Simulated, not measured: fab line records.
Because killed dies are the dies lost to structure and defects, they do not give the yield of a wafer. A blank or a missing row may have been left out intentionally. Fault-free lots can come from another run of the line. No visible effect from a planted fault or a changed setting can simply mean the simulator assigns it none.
Tool commonality check / flow berkeley-cmos170 / 42 wafers sampled across 14 lots

WHAT PROMPTED THE OPENING
UCB170_PWELL_TW_MEAS_17, reading PWELL_TW: flagged on 2 of 14 lots. No-fault wafers: 376, standard deviation 3.5.
Rule: a lot is flagged when every wafer of it that has a number lies more than 4 standard deviations from that mean, or none has a number. All remaining lots are regarded as sound.

lot=L535; measured=day 2 22:38; on=film-metro-04; PWELL_TW, wafer by wafer=379 382 381; flag=
lot=L536; measured=day 3 02:38; on=film-metro-03; PWELL_TW, wafer by wafer=374 374 374; flag=
lot=L538; measured=day 3 14:18; on=film-metro-03; PWELL_TW, wafer by wafer=372 373 374; flag=
lot=L540; measured=day 3 23:59; on=film-metro-02; PWELL_TW, wafer by wafer=375 372 374; flag=
lot=L541; measured=day 4 11:28; on=film-metro-02; PWELL_TW, wafer by wafer=375 375 376; flag=
lot=L542; measured=day 4 11:31; on=film-metro-02; PWELL_TW, wafer by wafer=375 376 375; flag=
lot=L543; measured=day 4 18:26; on=film-metro-04; PWELL_TW, wafer by wafer=382 381 383; flag=
lot=L544; measured=day 4 22:43; on=film-metro-02; PWELL_TW, wafer by wafer=376 376 374; flag=
lot=L545; measured=day 5 06:28; on=film-metro-04; PWELL_TW, wafer by wafer=383 382 384; flag=
lot=L546; measured=day 5 13:40; on=film-metro-04; PWELL_TW, wafer by wafer=384 384 382; flag=
lot=L547; measured=day 5 23:17; on=film-metro-02; PWELL_TW, wafer by wafer=377 374 376; flag=
lot=L554; measured=day 6 21:16; on=film-metro-03; PWELL_TW, wafer by wafer=375 373 373; flag=
lot=L553; measured=day 6 21:25; on=film-metro-02; PWELL_TW, wafer by wafer=414 415 414; flag=FLAGGED
lot=L558; measured=day 7 16:09; on=film-metro-03; PWELL_TW, wafer by wafer=409 410 413; flag=FLAGGED
Average over the flagged lots: 412; offset from the usual +36, equal to +10 standard deviations.

LOT BY LOT: THE TOOL USED
The record holds 1 process step before the reading, out of a route of 331 steps. Each cell gives the tool, then ch followed by the chambers the sampled wafers passed through, then the start.
lot=L535; flag=; UCB170_PWELL_IMPLANT_15=implanter-01 ch 0, day 2 22:25
lot=L536; flag=; UCB170_PWELL_IMPLANT_15=implanter-01 ch 0, day 3 02:24
lot=L538; flag=; UCB170_PWELL_IMPLANT_15=implanter-04 ch 0, day 3 14:05
lot=L540; flag=; UCB170_PWELL_IMPLANT_15=implanter-01 ch 0, day 3 23:44
lot=L541; flag=; UCB170_PWELL_IMPLANT_15=implanter-02 ch 0, day 4 11:14
lot=L542; flag=; UCB170_PWELL_IMPLANT_15=implanter-04 ch 0, day 4 11:16
lot=L543; flag=; UCB170_PWELL_IMPLANT_15=implanter-02 ch 0, day 4 18:11
lot=L544; flag=; UCB170_PWELL_IMPLANT_15=implanter-01 ch 0, day 4 22:28
lot=L545; flag=; UCB170_PWELL_IMPLANT_15=implanter-02 ch 0, day 5 06:14
lot=L546; flag=; UCB170_PWELL_IMPLANT_15=implanter-01 ch 0, day 5 13:26
lot=L547; flag=; UCB170_PWELL_IMPLANT_15=implanter-02 ch 0, day 5 23:02
lot=L554; flag=; UCB170_PWELL_IMPLANT_15=implanter-04 ch 0, day 6 21:01
lot=L553; flag=FLAGGED; UCB170_PWELL_IMPLANT_15=implanter-01 ch 0, day 6 21:10
lot=L558; flag=FLAGGED; UCB170_PWELL_IMPLANT_15=implanter-01 ch 0, day 7 15:54
What is done by these steps:
- UCB170_PWELL_IMPLANT_15
- UCB170_PWELL_TW_MEAS_17

FLAGGED OVER TOTAL, TOOL BY TOOL (the gauges that took the reading come last)
step=UCB170_PWELL_IMPLANT_15; tool=implanter-01; lots run=7; flagged=2; share of the flagged lots=all; sound lots run after its first flagged lot=0
step=UCB170_PWELL_IMPLANT_15; tool=implanter-02; lots run=4; flagged=0; share of the flagged lots=none; sound lots run after its first flagged lot=-
step=UCB170_PWELL_IMPLANT_15; tool=implanter-04; lots run=3; flagged=0; share of the flagged lots=none; sound lots run after its first flagged lot=-
step=UCB170_PWELL_TW_MEAS_17; tool=film-metro-02; lots run=6; flagged=1; share of the flagged lots=some; sound lots run after its first flagged lot=0
step=UCB170_PWELL_TW_MEAS_17; tool=film-metro-03; lots run=4; flagged=1; share of the flagged lots=some; sound lots run after its first flagged lot=0
step=UCB170_PWELL_TW_MEAS_17; tool=film-metro-04; lots run=4; flagged=0; share of the flagged lots=none; sound lots run after its first flagged lot=-

WHAT THE TABLE ALLOWS
1 row of the table ran every flagged lot: implanter-01 at UCB170_PWELL_IMPLANT_15.
- implanter-01 at UCB170_PWELL_IMPLANT_15 ran 7 lots, 2 of them flagged. It ran its last sound lot, L546, at day 5 13:26 and its first flagged lot, L553, at day 6 21:10: a fault with its onset between the two fits. Its own readings (dose-ions-cm2, faraday-current-uA) fall more than 4 standard deviations out on all wafers of the flagged lots.
One tool is left: implanter-01 at UCB170_PWELL_IMPLANT_15.

WHAT THE SIMULATOR PUT IN
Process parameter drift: implanter-01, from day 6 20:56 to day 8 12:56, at UCB170_PWELL_IMPLANT_15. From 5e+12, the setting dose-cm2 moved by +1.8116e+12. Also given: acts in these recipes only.
Lots struck among those shown: L553, L558. The same result came from the rule above.
